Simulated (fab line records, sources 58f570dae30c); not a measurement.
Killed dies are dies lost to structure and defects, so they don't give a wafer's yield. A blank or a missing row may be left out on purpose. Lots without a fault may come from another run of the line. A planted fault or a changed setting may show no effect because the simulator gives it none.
A struck lot beside a sound one | flow berkeley_cmos170 | 14 steps out of a route of 331
Sound: wafers L337.3, L337.4, L337.6. Struck: wafers L330.2, L330.3, L330.5. The cause comes at the end.
At each step with rows: each side's tool, then ch and its chambers, then its first start. Under that, the readings that differ: sound wafers | struck wafers | difference of the means | sigmas: that difference in standard deviations of wafers without a fault.
alike: readings whose means differ by less than 2 such deviations, and words and numbers that are the same on both sides. not compared: withheld readings, readings that some wafer has no value for, bounds like >300 that may hide the same value, and numbers for which the record gives no deviation and whose values overlap.
The two part at a step that has a row with sigmas, a row that says differs or no value, or rows on one side only. Numbers that don't overlap but have no deviation are shown without sigmas and don't part them. A reading that every wafer of one side lacks parts them only if that side has two wafers or more.

first, 1 step without rows for these wafers: UCB170_START_OXIDATION_02 (target thk 20 nm, ox time 1800 s).
UCB170_START_THK_MEAS_03:
  sound on film_metro-01, day 5 10:23; struck on film_metro-01, day 3 18:59
  reading              | sound          | struck         | difference | sigmas
  START_OXIDE_THK (nm) | 19.7 19.3 19.4 | 20.4 20.6 20.4 | +1.0       | +2
then, 7 steps without rows for these wafers: UCB170_START_ANNEAL_04 (time 1200 s); UCB170_ZERO_HMDS_00 (prime time 60 s); UCB170_ZERO_COAT_01 (resist thk 900 nm); UCB170_ZERO_SOFTBAKE_02 (time 60 s); UCB170_ZERO_EXPOSE_03 (exposes mask PM MARKS, target cd 4000 nm); UCB170_ZERO_PEB_04; UCB170_ZERO_DEVELOP_05 (develop time 45 s).
UCB170_ZERO_ETCH_06: etches SiO2 in CHF3/CF4/Ar, time 12 s.
  sound on rie_diel-02 ch 1,2,3, day 5 18:17; struck on rie_diel-02 ch 0,2, day 3 23:55
  alike: drypump_motor_current_A, oes_product_au, rf_fwd_power_W, throttle_valve_pct
  not compared: rf_hours_counter_h
UCB170_ZERO_STRIP_07: strips in O2.
  sound on plasma_asher-01 ch 0,1, day 5 18:20; struck on plasma_asher-02 ch 0,1, day 3 23:56
  alike: drypump_motor_current_A, oes_product_au, strip_time_to_endpoint_s
  not compared: rf_hours_counter_h
then, 1 step without rows for these wafers: UCB170_NWELL_WET_ETCH_00 (etches SiO2 in dHF, time 200 s).
UCB170_NWELL_OXIDATION_01: target thk 26.4 nm, ox time 1260 s.
  sound on furnace-04 ch 0, day 5 20:37; struck on furnace-01, day 4 01:49
  no value came back on the struck wafers for ox_temp_c (C), ox_temp_c_max; on the sound wafers ox_temp_c (C) reads 1000.2 1000.5 1000.2
then, 1 step without rows for these wafers: UCB170_NWELL_ANNEAL_03 (time 900 s).

WHERE THEY PART
First at UCB170_START_THK_MEAS_03; last, within this record, at UCB170_NWELL_OXIDATION_01.

WHY: what the simulator had put in
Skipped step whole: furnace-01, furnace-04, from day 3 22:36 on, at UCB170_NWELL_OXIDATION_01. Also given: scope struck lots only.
